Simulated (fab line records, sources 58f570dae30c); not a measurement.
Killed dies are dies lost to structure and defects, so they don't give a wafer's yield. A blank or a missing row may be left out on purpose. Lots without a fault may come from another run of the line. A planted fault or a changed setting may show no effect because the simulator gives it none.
fab line records | flow berkeley_cmos170
record lots=14 wafers=42 last_day=12
route steps=331 shown NLDD@166
lots that met no fault: from a run of the same line without faults
start_h: hours from the record's first day to the start of the lot's first wafer shown | wait_h: hours since the lot's step before | " the same as in the row above | L1.1+2: a row that stands for several wafers | - no value, or no start given | * or withheld: withheld | < > ~ a bound
route shown NAME@n: a module of which the file shows steps, and the number in the route of the first | usual: mean/standard deviation of fault-free wafers | same: alike in all rows | chamber/n: place in a boat | sites: the reading at each site | _std_site: their standard deviation | _edge_site: outer sites' mean less inner sites' | radius_mm: how far each site lies from the wafer's centre | mask NAME#n: copy n | behind: the tool/chamber that last shaped the wafer | hold: why the lot was held/for how many hours/how that ended | device: the transistor (n, p or np) that didn't switch | end of line: the same wafers' tests at the end of the route | a step without rows: its recipe alone | killed: dies lost to structure and defects at the first sort, not the wafer's yield | map: a wafer's dies, x killed, . not, _ none there
set.NAME: the setting as run; set.NAME@STEP: as run at that earlier step | model.NAME: the simulator's own value behind a step, which no gauge read
steps of the route over a sample of lots; a table a step, a row a wafer
services: from which hour (start_h, from the record's first day; less than 0 if before it) a tool's chamber was out of use, for how many hours, and why
## steps
# step UCB170_NLDD_IMPLANT_08
# recipe species=As dose_cm2=5e+13 energy_kev=30 tilt_deg=7 rotation_deg=0
# usual dose_ions_cm2=5e+13/5.1e+10 end_station_pressure_torr=5.08e-06/2.7e-07 faraday_current_uA=158.6/2.9
# columns lot.wafer tool chamber start_h wait_h dose_ions_cm2 end_station_pressure_torr faraday_current_uA
L232.1 implanter-01 0 125.87 0.0 5.001e+13 5.59e-06 157.6
L232.3 " 0 " " 4.997e+13 5.15e-06 159.0
L232.6 " 0 " " 5e+13 4.8e-06 157.7
L234.2 implanter-01 0 151.51 0.0 4.986e+13 5.24e-06 157.5
L234.4 " 0 " " 4.991e+13 5.17e-06 161.3
L234.5 " 0 " " 4.998e+13 5.32e-06 158.7
L233.1 implanter-02 0 151.76 0.0 4.997e+13 5.03e-06 161.0
L233.2 " 0 " " 5.003e+13 5.28e-06 159.1
L233.4 " 0 " " 5.005e+13 4.58e-06 159.6
L235.1 implanter-01 0 152.04 0.0 5.005e+13 4.98e-06 162.5
L235.2 " 0 " " 4.989e+13 5.2e-06 156.8
L235.3 " 0 " " 4.998e+13 5.51e-06 154.4
L239.1 implanter-02 0 164.22 0.0 3.047e+13 5.42e-06 100.3
L239.5 " 0 " " 3.044e+13 4.92e-06 93.3
L239.6 " 0 " " 3.048e+13 4.74e-06 96.9
L243.1 implanter-02 0 196.65 0.0 3.038e+13 4.87e-06 99.0
L243.2 " 0 " " 3.041e+13 4.94e-06 95.0
L243.6 " 0 " " 3.042e+13 4.64e-06 98.3
L245.1 implanter-01 0 202.55 0.0 4.997e+13 4.81e-06 157.4
L245.3 " 0 " " 4.992e+13 4.86e-06 158.5
L245.5 " 0 " " 4.992e+13 4.88e-06 154.7
L244.1 implanter-04 0 202.79 0.0 5.003e+13 4.99e-06 159.9
L244.2 " 0 " " 5.002e+13 4.97e-06 161.1
L244.4 " 0 " " 4.996e+13 4.97e-06 161.8
L248.1 implanter-01 0 203.03 0.0 5e+13 5.46e-06 158.8
L248.3 " 0 " " 5.003e+13 5.05e-06 157.8
L248.4 " 0 " " 5.001e+13 5.38e-06 160.5
L247.1 implanter-04 0 205.76 0.0 5.001e+13 4.8e-06 160.8
L247.4 " 0 " " 4.995e+13 5.77e-06 160.7
L247.5 " 0 " " 4.99e+13 5.09e-06 155.9
L249.3 implanter-04 0 216.32 0.1 4.998e+13 4.73e-06 158.3
L249.4 " 0 " " 5e+13 5.06e-06 162.0
L249.5 " 0 " " 4.999e+13 4.7e-06 159.5
L250.3 implanter-04 0 226.02 0.1 5.001e+13 4.73e-06 155.1
L250.5 " 0 " " 5.006e+13 5.51e-06 156.3
L250.6 " 0 " " 4.997e+13 5.02e-06 159.7
L255.2 implanter-01 0 249.59 0.0 4.998e+13 5.28e-06 158.7
L255.4 " 0 " " 4.995e+13 5.06e-06 162.3
L255.5 " 0 " " 5.001e+13 5.13e-06 161.6
L253.2 implanter-02 0 249.87 0.0 4.998e+13 5.01e-06 163.1
L253.3 " 0 " " 5e+13 5.14e-06 157.8
L253.4 " 0 " " 4.994e+13 4.72e-06 157.2
# step UCB170_NLDD_TW_MEAS_11
# usual NLDD_TW=2208/11
# columns lot.wafer tool chamber start_h wait_h hold NLDD_TW
L232.1 film_metro-01 - 126.27 0.1 - 2211
L232.3 " - " " - 2214
L232.6 " - " " - 2213
L234.2 film_metro-02 - 151.90 0.1 - 2209
L234.4 " - " " - 2192
L234.5 " - " " - 2183
L233.1 film_metro-03 - 152.16 0.1 - 2214
L233.2 " - " " - 2216
L233.4 " - " " - 2201
L235.1 film_metro-01 - 152.44 0.1 - 2215
L235.2 " - " " - 2206
L235.3 " - " " - 2215
L239.1 film_metro-02 - 164.62 0.1 await_dispo/0.2h/release 2070
L239.5 " - " " await_dispo/0.2h/release 2077
L239.6 " - " " await_dispo/0.2h/release 2066
L239.1 film_metro-02 - 164.85 0.2 - 2069
L239.5 " - " " - 2074
L239.6 " - " " - 2077
L243.1 film_metro-02 - 197.05 0.1 await_dispo/0.2h/release 2067
L243.2 " - " " await_dispo/0.2h/release 2068
L243.6 " - " " await_dispo/0.2h/release 2063
L243.1 film_metro-02 - 197.28 0.2 - 2056
L243.2 " - " " - 2068
L243.6 " - " " - 2058
L245.1 film_metro-01 - 202.95 0.1 - 2204
L245.3 " - " " - 2206
L245.5 " - " " - 2192
L244.1 film_metro-03 - 203.19 0.1 - 2209
L244.2 " - " " - 2208
L244.4 " - " " - 2203
L248.1 film_metro-03 - 203.43 0.1 - 2206
L248.3 " - " " - 2206
L248.4 " - " " - 2192
L247.1 film_metro-02 - 206.16 0.1 - 2194
L247.4 " - " " - 2200
L247.5 " - " " - 2190
L249.3 film_metro-01 - 216.69 0.1 - 2215
L249.4 " - " " - 2237
L249.5 " - " " - 2226
L250.3 film_metro-03 - 226.39 0.1 - 2230
L250.5 " - " " - 2226
L250.6 " - " " - 2229
L255.2 film_metro-02 - 249.98 0.1 - 2207
L255.4 " - " " - 2207
L255.5 " - " " - 2215
L253.2 film_metro-02 - 250.25 0.1 - 2212
L253.3 " - " " - 2211
L253.4 " - " " - 2210
# step UCB170_SDANNEAL_RS_MEAS_05
# recipe thk_meas_gauge=four-point-probe
# usual NLDD_RS=616.2/1.6
# columns lot.wafer tool chamber start_h wait_h hold NLDD_RS[ohm/sq]
L232.1 film_metro-03 - 136.34 0.1 - 615.0
L232.3 " - " " - 614.4
L232.6 " - " " - 614.9
L234.2 film_metro-02 - 160.47 0.1 - 616.2
L234.4 " - " " - 616.5
L234.5 " - " " - 616.4
L233.1 film_metro-01 - 160.71 0.1 - 616.6
L233.2 " - " " - 616.9
L233.4 " - " " - 616.8
L235.1 film_metro-03 - 160.77 0.1 - 618.0
L235.2 " - " " - 616.5
L235.3 " - " " - 617.0
L239.1 film_metro-01 - 177.99 0.1 await_dispo/0.2h/release 712.3
L239.5 " - " " await_dispo/0.2h/release 715.3
L239.6 " - " " await_dispo/0.2h/release 713.1
L239.1 film_metro-01 - 178.27 0.3 - 714.4
L239.5 " - " " - 713.8
L239.6 " - " " - 713.3
L243.1 film_metro-03 - 208.37 0.1 await_dispo/0.2h/release 715.3
L243.2 " - " " await_dispo/0.2h/release 715.4
L243.6 " - " " await_dispo/0.2h/release 713.5
L243.1 film_metro-03 - 208.65 0.3 - 714.6
L243.2 " - " " - 715.3
L243.6 " - " " - 713.4
L245.1 film_metro-01 - 213.45 0.1 - 617.4
L245.3 " - " " - 617.4
L245.5 " - " " - 617.1
L244.1 film_metro-02 - 213.73 0.1 - 616.3
L244.2 " - " " - 618.9
L244.4 " - " " - 615.3
L247.1 film_metro-03 - 214.13 0.1 - 616.6
L247.4 " - " " - 613.8
L247.5 " - " " - 615.7
L248.1 film_metro-02 - 214.31 0.1 - 615.4
L248.3 " - " " - 615.0
L248.4 " - " " - 616.0
L249.3 film_metro-02 - 228.66 0.1 - 616.6
L249.4 " - " " - 617.3
L249.5 " - " " - 616.9
L250.3 film_metro-03 - 235.20 0.1 - 612.3
L250.5 " - " " - 614.3
L250.6 " - " " - 613.1
L255.2 film_metro-02 - 259.52 0.1 - 617.4
L255.4 " - " " - 615.0
L255.5 " - " " - 615.5
L253.2 film_metro-02 - 260.15 0.1 - 615.4
L253.3 " - " " - 613.4
L253.4 " - " " - 617.0
## services
# columns tool chamber start_h hours kind
implanter-04 - 102.11 2.8 repair
implanter-04 - 131.99 4.5 pm
implanter-04 - 141.83 2.4 repair
implanter-04 - 173.70 2.2 repair
implanter-04 - 183.26 2.2 repair
implanter-01 - 216.13 3.0 pm
implanter-04 - 229.33 3.3 repair
## key
first_sign step=UCB170_NLDD_IMPLANT_08 reading=dose_ions_cm2 direction=down sigmas=99+ usual=5e+13 struck=3.043e+13
effect step=UCB170_NLDD_IMPLANT_08 reading=faraday_current_uA direction=down sigmas=21 usual=158.6 struck=97.1
effect step=UCB170_NLDD_TW_MEAS_11 reading=visit direction=added
effect step=UCB170_NLDD_TW_MEAS_11 reading=NLDD_TW direction=down sigmas=12 usual=2208 struck=2068
effect step=UCB170_SDANNEAL_RS_MEAS_05 reading=NLDD_RS direction=up sigmas=59 usual=616.2 struck=714.1
met_at UCB170_NLDD_IMPLANT_08
struck_lots L239,L243
scrapped_behind UCB170_SDANNEAL_RS_MEAS_05 L239.1,L239.5,L239.6,L243.1,L243.2,L243.6
onset_between 151.76 164.22
fault kind=process_parameter_drift tool=implanter-02 chamber=- onset_h=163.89 steps=UCB170_NLDD_IMPLANT_08 channel=dose_cm2 offset=-1.9574e+13 shape=step end_h=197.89 acts_in=these_recipes_only stated=5e+13
